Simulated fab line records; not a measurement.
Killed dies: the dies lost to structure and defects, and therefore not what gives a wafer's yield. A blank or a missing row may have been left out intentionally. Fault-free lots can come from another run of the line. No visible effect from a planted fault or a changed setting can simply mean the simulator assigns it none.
fab line records	flow berkeley-cmos170
[record] lots = 13	wafers = 39	last-day = 12
route steps=331 shown NLDD@168
lots that met no fault: from a run of the same line without faults
start-h: hours from the record's first day to the start of the lot's first wafer shown	wait-h: how many hours have passed since the lot's step before this one	" repeats the value in the row above	L1.1+2: several wafers, shown together as one row	- either no value or no given start	* or withheld: withheld	< > ~ a bound
route shown NAME@n: names a module that has steps shown in the file, with the first one's number in the route	usual: mean and standard deviation over wafers with no fault	same: alike in all rows	chamber/n: place in a boat	sites: readings site by site	_std_site: the values' standard deviation	_edge_site: outer sites' mean less inner sites'	radius-mm: for every site, how far away it sits from the centre of the wafer	mask NAME#n: copy n	behind: the tool/chamber that last shaped the wafer	hold: why the lot went on hold/how many hours it stayed there/how the hold came to an end	device: the transistor (n, p or np) that didn't switch	end of line: tests of these same wafers at the route's end	a step with no rows: only its recipe	killed: dies lost to structure and defects at the first sort, not the wafer's yield	map: dies across one wafer; x = killed, . = not, _ = none there
set.NAME: setting as actually run; set.NAME@STEP: the setting as run at that earlier step	model.NAME: the simulator's own value behind a step, which no gauge read
a sample of lots followed through the steps of the route, with each step as a table and each wafer as a row
services: from which hour (start-h, from the record's first day; less than 0 if before it) a tool's chamber was out of use, for how many hours, and why
[[steps]]
[step UCB170_NLDD_STRIP_10]
[recipe] chemistry = O2	power-w = 400	pressure-mtorr = 3500	platen-temp-c = withheld	o2-flow-sccm = 400	overash-fraction = 0.5
[usual] drypump-motor-current-A = 5.8/0.48	oes-product-au = 0.734/0.0048	strip-time-to-endpoint-s = 21.65/0.072
lot.wafer	tool	chamber	start-h	wait-h	drypump-motor-current-A	oes-product-au	rf-hours-counter-h	strip-time-to-endpoint-s
L585.1	plasma-asher-04	0	124.59	0.1	5.4	0.731	46	21.68
L585.3	"	1	"	"	5.6	0.741	-	21.69
L585.6	"	0	"	"	5.4	0.735	-	21.61
L586.1	plasma-asher-04	1	125.66	0.1	5.5	0.740	46	21.63
L586.2	"	0	"	"	5.3	0.740	46	21.68
L586.5	"	1	"	"	5.6	0.735	-	21.63
L584.2	plasma-asher-02	1	125.82	0.1	6.8	0.726	37	21.59
L584.3	"	1	"	"	6.8	0.730	-	21.57
L584.4	"	0	"	"	5.6	0.729	-	21.59
L590.3	plasma-asher-04	1	145.94	0.1	5.5	0.737	-	21.69
L590.4	"	0	"	"	5.4	0.735	-	21.73
L590.5	"	1	"	"	5.5	0.748	-	21.72
L588.2	plasma-asher-02	0	146.73	0.1	5.6	0.738	40	21.68
L588.3	"	0	"	"	5.7	0.742	-	21.72
L588.5	"	1	"	"	6.8	0.738	-	21.71
L592.2	plasma-asher-02	1	155.29	0.1	6.8	0.733	41	21.74
L592.4	"	1	"	"	6.8	0.724	-	21.68
L592.5	"	1	"	"	6.8	0.730	-	21.70
L595.2	plasma-asher-02	0	165.21	0.1	5.7	0.744	42	21.57
L595.3	"	0	"	"	5.7	0.734	-	21.50
L595.6	"	1	"	"	6.8	0.736	-	21.61
L594.1	plasma-asher-04	0	165.80	0.1	5.4	0.739	51	21.62
L594.5	"	1	"	"	5.5	0.733	-	21.64
L594.6	"	0	"	"	5.3	0.737	-	21.65
L593.3	plasma-asher-03	1	166.07	0.1	5.9	0.736	-	21.70
L593.4	"	0	"	"	5.7	0.733	-	21.69
L593.6	"	0	"	"	5.7	0.732	-	21.71
L598.3	plasma-asher-02	1	196.45	0.1	6.8	0.977	-	-
L598.5	"	0	"	"	5.6	0.985	-	-
L598.6	"	1	"	"	6.8	0.970	-	-
L599.1	plasma-asher-04	0	202.86	0.1	5.4	0.735	55	21.63
L599.4	"	1	"	"	5.6	0.719	-	21.75
L599.5	"	1	"	"	5.6	0.732	-	21.67
L606.1	plasma-asher-03	1	233.95	0.1	5.9	0.735	9	21.65
L606.2	"	0	"	"	5.7	0.734	9	21.60
L606.6	"	0	"	"	5.7	0.731	-	21.65
L607.1	plasma-asher-03	1	244.15	0.1	5.9	0.738	11	21.69
L607.2	"	0	"	"	5.7	0.725	11	21.70
L607.6	"	1	"	"	5.9	0.739	-	21.68
[[services]]
tool	chamber	start-h	hours	kind
plasma-asher-03	-	116.34	9.0	pm
plasma-asher-03	0	116.34	9.0	vent-cycle
plasma-asher-03	1	116.34	9.0	vent-cycle
plasma-asher-03	0	125.34	-	clean
plasma-asher-03	1	125.34	-	clean
plasma-asher-03	-	131.76	13.2	pm
plasma-asher-04	-	132.16	1.1	repair
[[key]]
[first-sign] step = UCB170_NLDD_STRIP_10	reading = oes-product-au	direction = up	sigmas = 51	usual = 0.734	struck = 0.978
effect none on later readings
met-at UCB170_NLDD_STRIP_10
struck-lots L598
later-rows-left-out L598.3,L598.5,L598.6
sort-left-out L598.3,L598.5,L598.6
tester-left-out L598
onset-between 165.21 196.45
[fault] kind = strip-aborted	tool = plasma-asher-02	chamber = -	onset-h = 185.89	steps = UCB170_NLDD_STRIP_10	offset = 0.6	end-h = 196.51
// tester-left-out: of these lots the tester's yield and bins aren't shown, on N5 and GAA mostly nor the transistor test; their killed dies are dies lost to structure and defects alone, not to doping, threshold or leakage, so they don't give the yield
// sort-left-out: the simulated sort isn't trusted on such a fault, so these wafers' sort isn't shown, and their yield isn't known
// later-rows-left-out: the simulator's readings of these wafers behind a module that went badly wrong aren't trusted and aren't shown, but for the sort
